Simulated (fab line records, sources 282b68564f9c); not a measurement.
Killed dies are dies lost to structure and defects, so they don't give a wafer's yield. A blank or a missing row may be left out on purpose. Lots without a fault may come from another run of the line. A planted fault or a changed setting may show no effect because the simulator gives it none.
Which tool did it? | flow rit_cmos | 14 lots, 42 wafers sampled, at 6 steps of a route of 202

WHAT THE GAUGES READ, wafer by wafer
RIT_GATE_CD_MEAS_16: target cd 150 nm.
lot  | measured    | on        | cd_nm (nm)
L761 | day 3 03:59 | cd_sem-02 | 152.6 149.5 150.3
L762 | day 3 21:06 | cd_sem-02 | 154.7 152.4 149.8
L763 | day 4 05:30 | cd_sem-02 | 146.0 148.6 151.0
L767 | day 5 04:21 | cd_sem-02 | 149.9 149.9 153.3
L768 | day 5 04:35 | cd_sem-02 | 148.0 148.9 148.8
L771 | day 5 15:00 | cd_sem-02 | 151.3 150.0 150.5
L773 | day 5 21:26 | cd_sem-01 | 147.8 149.4 150.0
L775 | day 6 01:34 | cd_sem-02 | 150.8 152.0 150.4
L777 | day 6 10:52 | cd_sem-01 | 153.6 153.3 153.6
L776 | day 6 11:04 | cd_sem-01 | 147.9 149.3 149.1
L778 | day 6 15:01 | cd_sem-01 | 153.7 152.9 152.2
L781 | day 7 02:08 | cd_sem-02 | 148.8 149.3 149.8
L782 | day 7 04:13 | cd_sem-01 | 151.1 150.7 150.1
L783 | day 7 13:45 | cd_sem-02 | 144.1 145.5 145.7

RIT_NSD_OVL_MEAS_06.
lot  | measured    | on         | NSD_OVL (nm)
L761 | day 3 23:23 | overlay-02 | -1.9 -1.2 -1.6
L762 | day 4 12:14 | overlay-01 | -0.7 -1.2 -0.1
L763 | day 4 16:02 | overlay-02 | -3.5 -2.3 -1.7
L767 | day 5 18:41 | overlay-02 | 3.2 -0.1 -0.4
L768 | day 5 19:15 | overlay-01 | -0.6 -1.1 -0.5
L771 | day 6 03:47 | overlay-01 | - - -
L773 | day 6 09:26 | overlay-01 | - - -
L775 | day 6 12:58 | overlay-02 | -2.3 -1.6 -1.9
L777 | day 6 22:11 | overlay-01 | 1.2 -0.9 -2.0
L776 | day 6 22:29 | overlay-01 | -0.7 -0.4 -1.8
L778 | day 7 04:28 | overlay-02 | -2.7 -2.2 -1.8
L781 | day 7 12:41 | overlay-02 | 1.0 -0.7 -1.4
L782 | day 7 17:26 | overlay-02 | 0.3 -3.1 0.1
L783 | day 7 23:54 | overlay-01 | -3.1 -4.0 -3.5

RIT_PSD_TW_MEAS_10.
lot  | measured    | on            | PSD_TW
L761 | day 4 01:26 | film_metro-03 | 3469 3488 3507
L762 | day 4 14:19 | film_metro-02 | 3467 3454 3459
L763 | day 4 18:05 | film_metro-01 | 3372 3389 3392
L767 | day 5 21:40 | film_metro-02 | 3479 3470 3459
L768 | day 5 21:49 | film_metro-01 | 3410 3401 3410
L771 | day 6 06:28 | film_metro-01 | 3623 3603 3608
L773 | day 6 11:33 | film_metro-02 | 3663 3652 3680
L775 | day 6 15:31 | film_metro-02 | 3480 3466 3477
L777 | day 7 00:16 | film_metro-01 | 3382 3378 3393
L776 | day 7 00:36 | film_metro-02 | 3483 3471 3477
L778 | day 7 06:32 | film_metro-02 | 3452 3460 3468
L781 | day 7 14:37 | film_metro-02 | 3452 3461 3463
L782 | day 7 19:53 | film_metro-02 | 3471 3453 3458
L783 | day 8 01:57 | film_metro-03 | 3427 3429 3431

RIT_SILICIDE_THK_MEAS_03: measures by xrf.
lot  | measured    | on            | SILICIDE_TI_THK (nm)
L761 | day 4 02:41 | film_metro-04 | 29.4 29.4 29.7
L762 | day 4 15:34 | film_metro-04 | 29.4 29.3 28.7
L763 | day 4 19:21 | film_metro-04 | 29.4 29.6 30.1
L767 | day 5 22:55 | film_metro-03 | 28.9 28.8 29.0
L768 | day 5 23:04 | film_metro-02 | 30.7 30.0 30.7
L771 | day 6 07:43 | film_metro-04 | 29.7 29.9 29.7
L773 | day 6 12:50 | film_metro-04 | 30.0 30.2 29.3
L775 | day 6 16:58 | film_metro-02 | 29.5 29.4 29.4
L777 | day 7 01:31 | film_metro-03 | 30.7 30.5 29.5
L776 | day 7 01:51 | film_metro-02 | 29.6 29.5 29.5
L778 | day 7 07:46 | film_metro-04 | 29.1 29.4 29.2
L781 | day 7 15:52 | film_metro-04 | 29.1 29.2 29.1
L782 | day 7 21:10 | film_metro-02 | 29.2 29.4 29.3
L783 | day 8 03:15 | film_metro-04 | 29.8 29.5 29.0

RIT_M1_CD_MEAS_09: target cd 2600 nm.
lot  | measured    | on        | cd_nm (nm)
L761 | day 4 06:42 | cd_sem-02 | 2600.2 2601.5 2601.5
L762 | day 4 19:52 | cd_sem-02 | 2601.7 2600.2 2600.6
L763 | day 4 23:36 | cd_sem-02 | 2600.0 2598.1 2598.9
L767 | day 6 03:24 | cd_sem-02 | 2602.6 2602.3 2598.6
L768 | day 6 03:58 | cd_sem-01 | 2602.2 2604.6 2601.5
L771 | day 6 12:10 | cd_sem-01 | 2599.9 2600.9 2600.9
L773 | day 6 17:10 | cd_sem-02 | 2602.5 2599.6 2599.7
L775 | day 6 21:25 | cd_sem-01 | 2599.8 2600.6 2600.5
L777 | day 7 05:48 | cd_sem-01 | 2603.9 2604.1 2603.8
L776 | day 7 06:10 | cd_sem-01 | 2601.0 2598.9 2598.7
L778 | day 7 11:50 | cd_sem-02 | 2601.6 2602.3 2603.9
L781 | day 7 19:44 | cd_sem-01 | 2599.7 2599.3 2599.3
L782 | day 8 01:00 | cd_sem-01 | 2603.3 2601.6 2600.4
L783 | day 8 07:19 | cd_sem-01 | 2601.7 2600.4 2601.2

WHICH TOOL RAN EACH LOT (tool, then ch and the chambers of the sampled wafers, then the start)
lot  | RIT_NSD_COAT_01
L761 | litho_track-03 ch 0, day 3 22:42
L762 | litho_track-01 ch 0, day 4 11:25
L763 | litho_track-03 ch 0, day 4 15:12
L767 | litho_track-02 ch 0, day 5 17:52
L768 | litho_track-03 ch 0, day 5 18:19
L771 | litho_track-01, day 6 02:46
L773 | litho_track-03, day 6 08:45
L775 | litho_track-03 ch 0, day 6 12:16
L777 | litho_track-03 ch 0, day 6 21:29
L776 | litho_track-02 ch 0, day 6 21:42
L778 | litho_track-01 ch 0, day 7 03:33
L781 | litho_track-03 ch 0, day 7 11:50
L782 | litho_track-02 ch 0, day 7 16:37
L783 | litho_track-02 ch 0, day 7 23:04
- RIT_NSD_COAT_01: resist thk 1000 nm.

WHAT THE TOOLS THEMSELVES READ (means of the sampled wafers that have a number; where no wafer has one, the mark that the record gives instead)
RIT_NSD_COAT_01.
lot  | tool           | chill_plate_temp_C (C) | dispense_pressure_kPa (kPa)
L761 | litho_track-03 | 23.10                  | 49.6
L762 | litho_track-01 | 22.90                  | 54.0
L763 | litho_track-03 | 22.95                  | 49.7
L767 | litho_track-02 | 22.88                  | 56.1
L768 | litho_track-03 | 22.98                  | 49.6
L771 | litho_track-01 | -                      | -
L773 | litho_track-03 | -                      | -
L775 | litho_track-03 | 23.11                  | 49.6
L777 | litho_track-03 | 22.99                  | 49.7
L776 | litho_track-02 | 23.10                  | 56.1
L778 | litho_track-01 | 22.99                  | 54.0
L781 | litho_track-03 | 23.07                  | 49.7
L782 | litho_track-02 | 22.87                  | 56.1
L783 | litho_track-02 | 22.99                  | 56.0

THE ANSWER, worked out from the rows above alone
Rule: what is usual is taken from the lots themselves. Put in order of their means at a reading, lots are off if they are a third of the lots or fewer, leave a main group of 4 or more, and stand apart from it by a gap of 3 or more times the standard deviation of the main group's means; of several such gaps the widest counts. A main group whose means are all the same, to the digits that the tables above print for the reading, isn't used. A lot without any number at a reading at which 4 lots or more have one is off too. The other lots that the step has rows for count as sound. The gauges are gone through in route order, then the tools' own readings, and for those a lot's mean is taken as printed above. The first step at which some lot is off is used, and at that step the reading that is off furthest; a lot without a number counts as furthest.
Off: L771, L773, at RIT_NSD_OVL_MEAS_06 (NSD_OVL). Without a number there: L771, L773. The main group: mean -1.3 nm, standard deviation 1.1.
A tool fits if, at a process step before that reading, it ran every lot that is off, and no sound lot after the first of them. The gauges at RIT_NSD_OVL_MEAS_06 aren't tried: what is off there is off at RIT_PSD_TW_MEAS_10 too, on other tools, and a gauge's error can't cause that. None of those tried fits.

WHAT THE SIMULATOR HAD PUT IN
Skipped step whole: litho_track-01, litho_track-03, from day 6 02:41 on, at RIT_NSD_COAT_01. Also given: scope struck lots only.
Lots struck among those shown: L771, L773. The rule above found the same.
